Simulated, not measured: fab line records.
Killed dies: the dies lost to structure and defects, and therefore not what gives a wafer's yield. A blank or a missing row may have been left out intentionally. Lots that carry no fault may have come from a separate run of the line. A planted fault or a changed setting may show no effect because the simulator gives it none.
Which tool was responsible? + flow berkeley-cmos170 + 39 wafers from 13 lots sampled at 3 of the route's 331 steps

## WHAT EACH GAUGE READ, for each wafer
UCB170_NWELL_OVL_MEAS_12. Usual: NWELL_OVL gives -1 nm (standard deviation 6.3).
| lot  | measured    | on         | NWELL_OVL (nm) | flag |
|------|-------------|------------|----------------|------|
| L813 | day 2 23:12 | overlay-02 | 7 -10 -2       |      |
| L812 | day 2 23:28 | overlay-01 | -3 -12 -1      |      |
| L814 | day 3 10:17 | overlay-02 | -2 -11 -1      |      |
| L816 | day 3 18:27 | overlay-01 | -13 -6 -7      |      |
| L817 | day 4 04:57 | overlay-01 | -3 8 1         |      |
| L818 | day 4 05:11 | overlay-02 | 4 2 8          |      |
| L822 | day 5 04:36 | overlay-02 | 1 -2 9         |      |
| L826 | day 5 19:08 | overlay-02 | 1 -2 -6        |      |
| L827 | day 6 03:26 | overlay-01 | -12 -16 -9     |      |
| L829 | day 6 13:30 | overlay-01 | 1 2 4          |      |
| L830 | day 6 13:46 | overlay-01 | -1 -7 -4       |      |
| L831 | day 6 22:43 | overlay-01 | -8 -9 -13      |      |
| L832 | day 6 22:59 | overlay-02 | 4 1 -8         |      |

UCB170_PWELL_TW_MEAS_17. Usual: PWELL_TW gives 381.7 (standard deviation 2.9).
| lot  | measured    | on            | PWELL_TW          | flag |
|------|-------------|---------------|-------------------|------|
| L813 | day 3 20:14 | film-metro-04 | 379.7 382.5 384.0 |      |
| L812 | day 3 20:31 | film-metro-04 | 383.6 381.8 382.3 |      |
| L814 | day 4 06:19 | film-metro-02 | 376.1 376.6 377.2 |      |
| L816 | day 4 17:23 | film-metro-03 | 381.0 382.6 381.5 |      |
| L817 | day 5 02:11 | film-metro-03 | 380.2 381.9 380.1 |      |
| L818 | day 5 01:54 | film-metro-04 | 383.4 382.7 381.1 |      |
| L822 | day 6 03:10 | film-metro-04 | 386.4 387.4 384.1 |      |
| L826 | day 6 15:21 | film-metro-03 | 381.6 379.8 380.7 |      |
| L827 | day 7 00:29 | film-metro-03 | 381.8 382.2 383.5 |      |
| L829 | day 7 12:47 | film-metro-03 | 384.6 382.5 382.7 |      |
| L830 | day 7 12:29 | film-metro-03 | 384.9 381.0 382.9 |      |
| L831 | day 7 18:14 | film-metro-03 | 385.3 381.9 382.7 |      |
| L832 | day 7 18:28 | film-metro-04 | 383.5 385.8 384.1 |      |

UCB170_SCREENOX_THK_MEAS_02. Usual: SCREENOX_OXIDE_THK gives 14.27 nm (standard deviation 0.28).
| lot  | measured     | on            | SCREENOX_OXIDE_THK (nm) | flag |
|------|--------------|---------------|-------------------------|------|
| L813 | day 6 11:05  | film-metro-01 | 14.57 14.63 14.39       |      |
| L812 | day 6 11:04  | film-metro-02 | 14.71 14.28 14.50       |      |
| L814 | day 6 21:54  | film-metro-04 | 14.33 14.27 14.25       |      |
| L816 | day 7 14:17  | film-metro-02 | 14.38 14.20 14.34       |      |
| L817 | day 7 14:17  | film-metro-04 | 14.35 14.27 14.04       |      |
| L818 | day 7 14:21  | film-metro-02 | 14.38 14.32 14.14       |      |
| L822 | day 8 16:56  | film-metro-02 | 14.18 13.96 14.01       |      |
| L826 | day 9 07:34  | film-metro-04 | 14.71 14.73 14.58       |      |
| L827 | day 10 04:00 | film-metro-04 | 13.65 13.47 13.85       |      |
| L829 | day 10 13:50 | film-metro-02 | 14.06 14.16 14.27       |      |
| L830 | day 10 13:53 | film-metro-02 | 14.32 14.27 13.94       |      |
| L831 | day 10 13:53 | film-metro-01 | 14.65 14.47 14.30       |      |
| L832 | day 10 13:50 | film-metro-01 | 14.27 14.20 14.40       |      |

## TOOL THAT RAN EACH LOT (tool first, then ch and the chambers of the sampled wafers, then the start)
The record holds no process step before these readings.

## WHAT THE TOOLS THEMSELVES READ (means of the sampled wafers that have a number; where no wafer has one, the mark that the record gives instead)
The record holds no such reading with a usual standard deviation.

## THE ANSWER, worked out from the rows above alone
Rule: a lot is off if the mean of its wafers that have a number lies more than 3 standard deviations from the usual mean. Also off: a lot with no number at a reading for which 4 or more lots have one. Any other lot the step has rows for is counted as sound. After the gauges, taken in route order, come the tools' own readings; for these a lot's mean is taken, as printed above. The first step at which some lot is off is used, and at that step the reading that is off furthest; a lot without a number counts as furthest.
No lot is off on any of the readings shown, so nothing can be concluded from this.

## WHAT THE SIMULATOR PUT IN
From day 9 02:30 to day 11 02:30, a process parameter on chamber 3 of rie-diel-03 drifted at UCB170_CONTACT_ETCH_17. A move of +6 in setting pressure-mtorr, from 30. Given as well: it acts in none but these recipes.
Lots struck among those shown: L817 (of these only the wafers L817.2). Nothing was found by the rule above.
